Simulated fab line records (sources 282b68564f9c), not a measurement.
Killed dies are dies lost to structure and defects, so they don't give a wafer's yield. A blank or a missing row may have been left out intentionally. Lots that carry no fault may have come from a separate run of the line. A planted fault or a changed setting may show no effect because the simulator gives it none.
fab line records || flow rit_cmos
[record] {"lots": 6, "wafers": 18, "last_day": 6}
route steps=202 shown ACTIVE@1 M1@202
lots with no fault: from the same line, run without faults
start_h: the number of hours between the record's first day and the start of the first shown wafer of the lot || wait_h: hours from the lot's prior step to this one || " as in the row above || L1.1+2: one row covering several wafers at once || - no value present, or no start provided || * or withheld: withheld || < > ~ a bound
route shown NAME@n: NAME is a module with steps in the file, n the number in the route of the first one || usual: mean and standard deviation over wafers with no fault || same: alike in all rows || chamber/n: place in a boat || sites: the reading at each site || _std_site: the values' standard deviation || _edge_site: inner sites' mean taken away from outer sites' mean || radius_mm: how far each site lies from the wafer's centre || mask NAME#n: copy n || behind: tool/chamber where the wafer was last shaped || hold: what put the lot on hold/how long, in hours/how the hold closed || device: whichever transistor did not switch (one of n, p or np) || end of line: at the end of the route, the tests of the same wafers || a step given without rows: its recipe and nothing more || killed: not the wafer's yield, but the dies lost to structure and defects at the first sort || map: a wafer's dies, marking killed ones x, the rest . and places with no die _
set.NAME: the setting the step ran with; set.NAME@STEP: the setting that earlier step ran with || model.NAME: the simulator's own value behind a step, which no gauge read
lots seen at some steps along the route; tables by step, rows by wafer
[[steps]]
[step RIT_ACTIVE_BOW_MEAS_00]
[recipe] {"mode": "bow"}
[usual] {"INCOMING_BOW": "0/6.4"}
{"lot.wafer": "L688.2", "tool": "film_metro-02", "chamber": "-", "start_h": 15.02, "wait_h": "-", "INCOMING_BOW[um]": -7}
{"lot.wafer": "L688.5", "tool": "film_metro-02", "chamber": "-", "start_h": 15.02, "wait_h": "-", "INCOMING_BOW[um]": 5}
{"lot.wafer": "L688.6", "tool": "film_metro-02", "chamber": "-", "start_h": 15.02, "wait_h": "-", "INCOMING_BOW[um]": -2}
{"lot.wafer": "L690.1", "tool": "film_metro-04", "chamber": "-", "start_h": 25.00, "wait_h": "-", "INCOMING_BOW[um]": 2}
{"lot.wafer": "L690.2", "tool": "film_metro-04", "chamber": "-", "start_h": 25.00, "wait_h": "-", "INCOMING_BOW[um]": 2}
{"lot.wafer": "L690.6", "tool": "film_metro-04", "chamber": "-", "start_h": 25.00, "wait_h": "-", "INCOMING_BOW[um]": -7}
{"lot.wafer": "L702.2", "tool": "film_metro-04", "chamber": "-", "start_h": 85.02, "wait_h": "-", "INCOMING_BOW[um]": 11}
{"lot.wafer": "L702.3", "tool": "film_metro-04", "chamber": "-", "start_h": 85.02, "wait_h": "-", "INCOMING_BOW[um]": 2}
{"lot.wafer": "L702.4", "tool": "film_metro-04", "chamber": "-", "start_h": 85.02, "wait_h": "-", "INCOMING_BOW[um]": -6}
{"lot.wafer": "L703.1", "tool": "film_metro-04", "chamber": "-", "start_h": 90.00, "wait_h": "-", "INCOMING_BOW[um]": 6}
{"lot.wafer": "L703.2", "tool": "film_metro-04", "chamber": "-", "start_h": 90.00, "wait_h": "-", "INCOMING_BOW[um]": 7}
{"lot.wafer": "L703.6", "tool": "film_metro-04", "chamber": "-", "start_h": 90.00, "wait_h": "-", "INCOMING_BOW[um]": -2}
{"lot.wafer": "L704.3", "tool": "film_metro-04", "chamber": "-", "start_h": 95.04, "wait_h": "-", "INCOMING_BOW[um]": -9}
{"lot.wafer": "L704.4", "tool": "film_metro-04", "chamber": "-", "start_h": 95.04, "wait_h": "-", "INCOMING_BOW[um]": -1}
{"lot.wafer": "L704.5", "tool": "film_metro-04", "chamber": "-", "start_h": 95.04, "wait_h": "-", "INCOMING_BOW[um]": -11}
{"lot.wafer": "L705.1", "tool": "film_metro-02", "chamber": "-", "start_h": 100.00, "wait_h": "-", "INCOMING_BOW[um]": -3}
{"lot.wafer": "L705.3", "tool": "film_metro-02", "chamber": "-", "start_h": 100.00, "wait_h": "-", "INCOMING_BOW[um]": -9}
{"lot.wafer": "L705.5", "tool": "film_metro-02", "chamber": "-", "start_h": 100.00, "wait_h": "-", "INCOMING_BOW[um]": -9}
[step RIT_ACTIVE_OXIDATION_01]
[recipe] {"temp_c": 1000, "ambient": "O2", "target_thk_a": 468, "ox_time_s": 3360}
[step RIT_ACTIVE_THK_MEAS_02]
[recipe] {"reads": "SiO2_of_ACTIVE_OXIDATION_01"}
[usual] {"ACTIVE_OXIDE_THK": "47.0/0.82"}
{"lot.wafer": "L688.2", "tool": "film_metro-04", "chamber": "-", "start_h": 17.40, "wait_h": 0.0, "ACTIVE_OXIDE_THK[nm]": 47.7}
{"lot.wafer": "L688.5", "tool": "film_metro-04", "chamber": "-", "start_h": 17.40, "wait_h": 0.0, "ACTIVE_OXIDE_THK[nm]": 47.0}
{"lot.wafer": "L688.6", "tool": "film_metro-04", "chamber": "-", "start_h": 17.40, "wait_h": 0.0, "ACTIVE_OXIDE_THK[nm]": 48.1}
{"lot.wafer": "L690.1", "tool": "film_metro-02", "chamber": "-", "start_h": 27.62, "wait_h": 0.0, "ACTIVE_OXIDE_THK[nm]": 46.7}
{"lot.wafer": "L690.2", "tool": "film_metro-02", "chamber": "-", "start_h": 27.62, "wait_h": 0.0, "ACTIVE_OXIDE_THK[nm]": 46.8}
{"lot.wafer": "L690.6", "tool": "film_metro-02", "chamber": "-", "start_h": 27.62, "wait_h": 0.0, "ACTIVE_OXIDE_THK[nm]": 47.3}
{"lot.wafer": "L702.2", "tool": "film_metro-03", "chamber": "-", "start_h": 87.76, "wait_h": 0.0, "ACTIVE_OXIDE_THK[nm]": 47.7}
{"lot.wafer": "L702.3", "tool": "film_metro-03", "chamber": "-", "start_h": 87.76, "wait_h": 0.0, "ACTIVE_OXIDE_THK[nm]": 47.3}
{"lot.wafer": "L702.4", "tool": "film_metro-03", "chamber": "-", "start_h": 87.76, "wait_h": 0.0, "ACTIVE_OXIDE_THK[nm]": 48.6}
{"lot.wafer": "L703.1", "tool": "film_metro-04", "chamber": "-", "start_h": 92.05, "wait_h": 0.0, "ACTIVE_OXIDE_THK[nm]": 47.4}
{"lot.wafer": "L703.2", "tool": "film_metro-04", "chamber": "-", "start_h": 92.05, "wait_h": 0.0, "ACTIVE_OXIDE_THK[nm]": 47.4}
{"lot.wafer": "L703.6", "tool": "film_metro-04", "chamber": "-", "start_h": 92.05, "wait_h": 0.0, "ACTIVE_OXIDE_THK[nm]": 45.7}
{"lot.wafer": "L704.3", "tool": "film_metro-02", "chamber": "-", "start_h": 97.42, "wait_h": 0.0, "ACTIVE_OXIDE_THK[nm]": 45.7}
{"lot.wafer": "L704.4", "tool": "film_metro-02", "chamber": "-", "start_h": 97.42, "wait_h": 0.0, "ACTIVE_OXIDE_THK[nm]": 46.6}
{"lot.wafer": "L704.5", "tool": "film_metro-02", "chamber": "-", "start_h": 97.42, "wait_h": 0.0, "ACTIVE_OXIDE_THK[nm]": 45.6}
{"lot.wafer": "L705.1", "tool": "film_metro-04", "chamber": "-", "start_h": 102.37, "wait_h": 0.0, "ACTIVE_OXIDE_THK[nm]": 45.7}
{"lot.wafer": "L705.3", "tool": "film_metro-04", "chamber": "-", "start_h": 102.37, "wait_h": 0.0, "ACTIVE_OXIDE_THK[nm]": 46.1}
{"lot.wafer": "L705.5", "tool": "film_metro-04", "chamber": "-", "start_h": 102.37, "wait_h": 0.0, "ACTIVE_OXIDE_THK[nm]": 46.7}
[step RIT_ACTIVE_CVD_03]
[recipe] {"material": "Si3N4", "target_thk_nm": 150, "temp_c": 810, "precursor": "SiH2Cl2/NH3", "time_s": 1500, "pressure_mtorr": 300, "sih2cl2_flow_sccm": 60, "nh3_flow_sccm": 150}
[step RIT_ACTIVE_THK_MEAS_04]
[recipe] {"reads": "Si3N4_of_ACTIVE_CVD_03"}
[usual] {"ACTIVE_NITRIDE_THK": "149.1/1.1"}
{"lot.wafer": "L688.2", "tool": "film_metro-02", "chamber": "-", "start_h": 19.14, "wait_h": 0.0, "ACTIVE_NITRIDE_THK[nm]": 150.1}
{"lot.wafer": "L688.5", "tool": "film_metro-02", "chamber": "-", "start_h": 19.14, "wait_h": 0.0, "ACTIVE_NITRIDE_THK[nm]": 149.5}
{"lot.wafer": "L688.6", "tool": "film_metro-02", "chamber": "-", "start_h": 19.14, "wait_h": 0.0, "ACTIVE_NITRIDE_THK[nm]": 149.8}
{"lot.wafer": "L690.1", "tool": "film_metro-02", "chamber": "-", "start_h": 29.11, "wait_h": 0.0, "ACTIVE_NITRIDE_THK[nm]": 149.7}
{"lot.wafer": "L690.2", "tool": "film_metro-02", "chamber": "-", "start_h": 29.11, "wait_h": 0.0, "ACTIVE_NITRIDE_THK[nm]": 149.4}
{"lot.wafer": "L690.6", "tool": "film_metro-02", "chamber": "-", "start_h": 29.11, "wait_h": 0.0, "ACTIVE_NITRIDE_THK[nm]": 149.4}
{"lot.wafer": "L702.2", "tool": "film_metro-03", "chamber": "-", "start_h": 89.94, "wait_h": 0.0, "ACTIVE_NITRIDE_THK[nm]": 147.2}
{"lot.wafer": "L702.3", "tool": "film_metro-03", "chamber": "-", "start_h": 89.94, "wait_h": 0.0, "ACTIVE_NITRIDE_THK[nm]": 149.0}
{"lot.wafer": "L702.4", "tool": "film_metro-03", "chamber": "-", "start_h": 89.94, "wait_h": 0.0, "ACTIVE_NITRIDE_THK[nm]": 148.4}
{"lot.wafer": "L703.1", "tool": "film_metro-02", "chamber": "-", "start_h": 93.53, "wait_h": 0.0, "ACTIVE_NITRIDE_THK[nm]": 148.1}
{"lot.wafer": "L703.2", "tool": "film_metro-02", "chamber": "-", "start_h": 93.53, "wait_h": 0.0, "ACTIVE_NITRIDE_THK[nm]": 147.5}
{"lot.wafer": "L703.6", "tool": "film_metro-02", "chamber": "-", "start_h": 93.53, "wait_h": 0.0, "ACTIVE_NITRIDE_THK[nm]": 149.5}
{"lot.wafer": "L704.3", "tool": "film_metro-03", "chamber": "-", "start_h": 98.89, "wait_h": 0.0, "ACTIVE_NITRIDE_THK[nm]": 150.3}
{"lot.wafer": "L704.4", "tool": "film_metro-03", "chamber": "-", "start_h": 98.89, "wait_h": 0.0, "ACTIVE_NITRIDE_THK[nm]": 151.0}
{"lot.wafer": "L704.5", "tool": "film_metro-03", "chamber": "-", "start_h": 98.89, "wait_h": 0.0, "ACTIVE_NITRIDE_THK[nm]": 150.2}
{"lot.wafer": "L705.1", "tool": "film_metro-04", "chamber": "-", "start_h": 104.56, "wait_h": 0.0, "ACTIVE_NITRIDE_THK[nm]": 150.0}
{"lot.wafer": "L705.3", "tool": "film_metro-04", "chamber": "-", "start_h": 104.56, "wait_h": 0.0, "ACTIVE_NITRIDE_THK[nm]": 150.4}
{"lot.wafer": "L705.5", "tool": "film_metro-04", "chamber": "-", "start_h": 104.56, "wait_h": 0.0, "ACTIVE_NITRIDE_THK[nm]": 149.8}
[step RIT_ACTIVE_HMDS_05]
[recipe] {"prime_time_s": 60, "prime_temp_c": 140}
[step RIT_ACTIVE_COAT_06]
[recipe] {"resist": "NOVOLAK", "spin_rpm": 3250, "resist_thk_nm": 1000}
[step RIT_ACTIVE_SOFTBAKE_07]
[recipe] {"resist": "NOVOLAK", "temp_c": 90, "time_s": 60}
[usual] {"exhaust_pa": "45.0/0.9", "heater_power_total_W": "34.56/0.05", "plate_temp_C": "90.02/0.15"}
{"lot.wafer": "L688.2", "tool": "litho_track-02", "chamber": 0, "start_h": 19.66, "wait_h": 0.1, "exhaust_pa": 46.4, "heater_power_total_W": 34.56, "plate_temp_C": 89.90}
{"lot.wafer": "L688.5", "tool": "litho_track-02", "chamber": 0, "start_h": 19.66, "wait_h": 0.1, "exhaust_pa": 44.2, "heater_power_total_W": 34.50, "plate_temp_C": 90.06}
{"lot.wafer": "L688.6", "tool": "litho_track-02", "chamber": 0, "start_h": 19.66, "wait_h": 0.1, "exhaust_pa": 44.7, "heater_power_total_W": 34.52, "plate_temp_C": 90.03}
{"lot.wafer": "L690.1", "tool": "litho_track-04", "chamber": 0, "start_h": 29.47, "wait_h": 0.1, "exhaust_pa": 44.0, "heater_power_total_W": 34.58, "plate_temp_C": 89.85}
{"lot.wafer": "L690.2", "tool": "litho_track-04", "chamber": 0, "start_h": 29.47, "wait_h": 0.1, "exhaust_pa": 44.4, "heater_power_total_W": 34.45, "plate_temp_C": 89.87}
{"lot.wafer": "L690.6", "tool": "litho_track-04", "chamber": 0, "start_h": 29.47, "wait_h": 0.1, "exhaust_pa": 45.0, "heater_power_total_W": 34.60, "plate_temp_C": 89.93}
{"lot.wafer": "L702.2", "tool": "litho_track-02", "chamber": 0, "start_h": 90.32, "wait_h": 0.1, "exhaust_pa": 45.0, "heater_power_total_W": 33.98, "plate_temp_C": 88.77}
{"lot.wafer": "L702.3", "tool": "litho_track-02", "chamber": 0, "start_h": 90.32, "wait_h": 0.1, "exhaust_pa": 45.6, "heater_power_total_W": 34.04, "plate_temp_C": 88.51}
{"lot.wafer": "L702.4", "tool": "litho_track-02", "chamber": 0, "start_h": 90.32, "wait_h": 0.1, "exhaust_pa": 45.3, "heater_power_total_W": 34.04, "plate_temp_C": 88.99}
{"lot.wafer": "L703.1", "tool": "litho_track-02", "chamber": 0, "start_h": 93.89, "wait_h": 0.1, "exhaust_pa": 45.2, "heater_power_total_W": 33.92, "plate_temp_C": 88.73}
{"lot.wafer": "L703.2", "tool": "litho_track-02", "chamber": 0, "start_h": 93.89, "wait_h": 0.1, "exhaust_pa": 43.6, "heater_power_total_W": 33.97, "plate_temp_C": 88.69}
{"lot.wafer": "L703.6", "tool": "litho_track-02", "chamber": 0, "start_h": 93.89, "wait_h": 0.1, "exhaust_pa": 43.9, "heater_power_total_W": 33.99, "plate_temp_C": 88.76}
{"lot.wafer": "L704.3", "tool": "litho_track-01", "chamber": 0, "start_h": 99.28, "wait_h": 0.1, "exhaust_pa": 43.9, "heater_power_total_W": 34.55, "plate_temp_C": 89.96}
{"lot.wafer": "L704.4", "tool": "litho_track-01", "chamber": 0, "start_h": 99.28, "wait_h": 0.1, "exhaust_pa": 43.5, "heater_power_total_W": 34.56, "plate_temp_C": 89.92}
{"lot.wafer": "L704.5", "tool": "litho_track-01", "chamber": 0, "start_h": 99.28, "wait_h": 0.1, "exhaust_pa": 43.8, "heater_power_total_W": 34.64, "plate_temp_C": 89.95}
{"lot.wafer": "L705.1", "tool": "litho_track-01", "chamber": 0, "start_h": 104.92, "wait_h": 0.1, "exhaust_pa": 44.6, "heater_power_total_W": 34.61, "plate_temp_C": 89.91}
{"lot.wafer": "L705.3", "tool": "litho_track-01", "chamber": 0, "start_h": 104.92, "wait_h": 0.1, "exhaust_pa": 45.6, "heater_power_total_W": 34.55, "plate_temp_C": 89.89}
{"lot.wafer": "L705.5", "tool": "litho_track-01", "chamber": 0, "start_h": 104.92, "wait_h": 0.1, "exhaust_pa": 45.4, "heater_power_total_W": 34.61, "plate_temp_C": 89.86}
[step RIT_ACTIVE_EXPOSE_08]
[recipe] {"mask_id": "M1", "na": 0.6, "source_shape": "conventional", "sigma_outer": 0.6, "target_cd_nm": 1400, "dose_mj": 229.5}
[step RIT_M1_PROBE_99]
[usual] {"killed_at_front_end": "6.6/2.9", "killed_dies": "6.6/3", "killed_open": "3.4/2", "killed_short": "3.2/2"}
[same] {"gross_dies": 264, "killed_at_M0_to_M3": 0, "killed_at_M4_up": 0, "killed_at_back_side": 0, "killed_at_contacts": 0, "killed_at_other": 0}
{"lot.wafer": "L688.2", "tool": "prober-02", "chamber": "-", "start_h": 63.62, "wait_h": 0.1, "killed_at_front_end": 6, "killed_dies": 6, "killed_open": 3, "killed_short": 3}
{"lot.wafer": "L688.5", "tool": "prober-02", "chamber": "-", "start_h": 63.77, "wait_h": 0.2, "killed_at_front_end": 4, "killed_dies": 4, "killed_open": 2, "killed_short": 2}
{"lot.wafer": "L688.6", "tool": "prober-02", "chamber": "-", "start_h": 63.82, "wait_h": 0.2, "killed_at_front_end": 7, "killed_dies": 7, "killed_open": 4, "killed_short": 3}
{"lot.wafer": "L690.1", "tool": "prober-01", "chamber": "-", "start_h": 76.55, "wait_h": 0.1, "killed_at_front_end": 11, "killed_dies": 11, "killed_open": 6, "killed_short": 5}
{"lot.wafer": "L690.2", "tool": "prober-01", "chamber": "-", "start_h": 76.60, "wait_h": 0.1, "killed_at_front_end": 2, "killed_dies": 2, "killed_open": 2, "killed_short": 0}
{"lot.wafer": "L690.6", "tool": "prober-01", "chamber": "-", "start_h": 76.80, "wait_h": 0.2, "killed_at_front_end": 5, "killed_dies": 5, "killed_open": 2, "killed_short": 3}
{"lot.wafer": "L702.2", "tool": "prober-01", "chamber": "-", "start_h": 132.87, "wait_h": 0.1, "killed_at_front_end": 6, "killed_dies": 6, "killed_open": 2, "killed_short": 4}
{"lot.wafer": "L702.3", "tool": "prober-01", "chamber": "-", "start_h": 132.92, "wait_h": 0.2, "killed_at_front_end": 5, "killed_dies": 5, "killed_open": 4, "killed_short": 1}
{"lot.wafer": "L702.4", "tool": "prober-01", "chamber": "-", "start_h": 132.97, "wait_h": 0.2, "killed_at_front_end": 4, "killed_dies": 4, "killed_open": 1, "killed_short": 3}
{"lot.wafer": "L703.1", "tool": "prober-02", "chamber": "-", "start_h": 137.70, "wait_h": 0.1, "killed_at_front_end": 5, "killed_dies": 5, "killed_open": 2, "killed_short": 3}
{"lot.wafer": "L703.2", "tool": "prober-02", "chamber": "-", "start_h": 137.75, "wait_h": 0.1, "killed_at_front_end": 0, "killed_dies": 0, "killed_open": 0, "killed_short": 0}
{"lot.wafer": "L703.6", "tool": "prober-02", "chamber": "-", "start_h": 137.95, "wait_h": 0.2, "killed_at_front_end": 4, "killed_dies": 4, "killed_open": 3, "killed_short": 1}
{"lot.wafer": "L704.3", "tool": "prober-01", "chamber": "-", "start_h": 143.64, "wait_h": 0.2, "killed_at_front_end": 7, "killed_dies": 7, "killed_open": 2, "killed_short": 5}
{"lot.wafer": "L704.4", "tool": "prober-01", "chamber": "-", "start_h": 143.69, "wait_h": 0.2, "killed_at_front_end": 7, "killed_dies": 7, "killed_open": 5, "killed_short": 2}
{"lot.wafer": "L704.5", "tool": "prober-01", "chamber": "-", "start_h": 143.74, "wait_h": 0.2, "killed_at_front_end": 9, "killed_dies": 9, "killed_open": 5, "killed_short": 4}
{"lot.wafer": "L705.1", "tool": "prober-02", "chamber": "-", "start_h": 149.66, "wait_h": 0.1, "killed_at_front_end": 5, "killed_dies": 5, "killed_open": 5, "killed_short": 0}
{"lot.wafer": "L705.3", "tool": "prober-02", "chamber": "-", "start_h": 149.76, "wait_h": 0.2, "killed_at_front_end": 8, "killed_dies": 8, "killed_open": 6, "killed_short": 2}
{"lot.wafer": "L705.5", "tool": "prober-02", "chamber": "-", "start_h": 149.86, "wait_h": 0.2, "killed_at_front_end": 3, "killed_dies": 3, "killed_open": 2, "killed_short": 1}
// killed by level:class
L688.2 FOX1:geometric_particle:open=1 GATE:geometric_particle:short=1 SPACER:geometric_particle:open=1 SPACER:geometric_particle:short=1 SILICIDE:geometric_particle:open=1 SILICIDE:geometric_particle:short=1
L688.5 FOX1:geometric_particle:open=2 GATE:geometric_particle:short=2
L688.6 FOX1:geometric_particle:open=2 GATE:geometric_particle:short=2 FOX1:geometric_particle:short=1 FOX2:geometric_particle:open=1 SPACER:geometric_particle:open=1
L690.1 GATE:geometric_particle:short=3 SPACER:geometric_particle:open=3 FOX1:geometric_particle:short=1 FOX2:geometric_particle:open=1 GATE:geometric_particle:open=1 REOX:geometric_particle:open=1 SILICIDE:geometric_particle:short=1
L690.2 FOX1:geometric_particle:open=1 GATE:geometric_particle:open=1
L690.6 FOX1:geometric_particle:open=1 GATE:geometric_particle:short=1 REOX:geometric_particle:short=1 SPACER:geometric_particle:open=1 SPACER:geometric_particle:short=1
L702.2 GATE:geometric_particle:open=2 GATE:geometric_particle:short=2 REOX:geometric_particle:short=1 SPACER:geometric_particle:short=1
L702.3 GATE:geometric_particle:open=2 FOX1:geometric_particle:open=1 GATE:geometric_particle:short=1 REOX:geometric_particle:open=1
L702.4 SILICIDE:geometric_particle:short=2 SPACER:geometric_particle:short=1 SILICIDE:geometric_particle:open=1
L703.1 FOX1:geometric_particle:short=1 GATE:geometric_particle:short=1 REOX:geometric_particle:open=1 REOX:geometric_particle:short=1 SPACER:geometric_particle:open=1
L703.2
L703.6 REOX:geometric_particle:open=2 REOX:geometric_particle:short=1 SPACER:geometric_particle:open=1
L704.3 GATE:geometric_particle:short=4 GATE:geometric_particle:open=1 REOX:geometric_particle:short=1 SILICIDE:geometric_particle:open=1
L704.4 GATE:geometric_particle:open=3 FOX1:geometric_particle:short=1 REOX:geometric_particle:open=1 SILICIDE:geometric_particle:open=1 SILICIDE:geometric_particle:short=1
L704.5 GATE:geometric_particle:open=4 FOX1:geometric_particle:short=2 REOX:geometric_particle:short=1 REOX:geometric_particle:open=1 SILICIDE:geometric_particle:short=1
L705.1 GATE:geometric_particle:open=4 FOX2:geometric_particle:open=1
L705.3 GATE:geometric_particle:open=4 GATE:geometric_particle:short=2 FOX2:geometric_particle:open=1 SILICIDE:geometric_particle:open=1
L705.5 GATE:geometric_particle:short=1 SPACER:geometric_particle:open=1 SILICIDE:geometric_particle:open=1
[[key]]
[first_sign] {"step": "RIT_ACTIVE_SOFTBAKE_07", "reading": "heater_power_total_W", "direction": "down", "sigmas": 12, "usual": 34.56, "struck": 33.99}
[effect] {"step": "RIT_ACTIVE_SOFTBAKE_07", "reading": "plate_temp_C", "direction": "down", "sigmas": 8.7, "usual": "*", "struck": "*"}
met_at RIT_ACTIVE_SOFTBAKE_07
struck_wafers L702.2,L702.3,L702.4,L703.1,L703.2,L703.6
tester_left_out L702,L703
onset_between 19.66 90.32
[fault] {"kind": "process_parameter_drift", "tool": "litho_track-02", "chamber": "-", "onset_h": 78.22, "steps": "RIT_ACTIVE_SOFTBAKE_07", "channel": "temp_c", "offset": "*", "shape": "step", "end_h": 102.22, "acts_in": "*", "stated": "*"}
// tester_left_out: of these lots the tester's yield and bins aren't shown, on N5 and GAA mostly nor the transistor test; their killed dies are dies lost to structure and defects alone, not to doping, threshold or leakage, so they don't give the yield
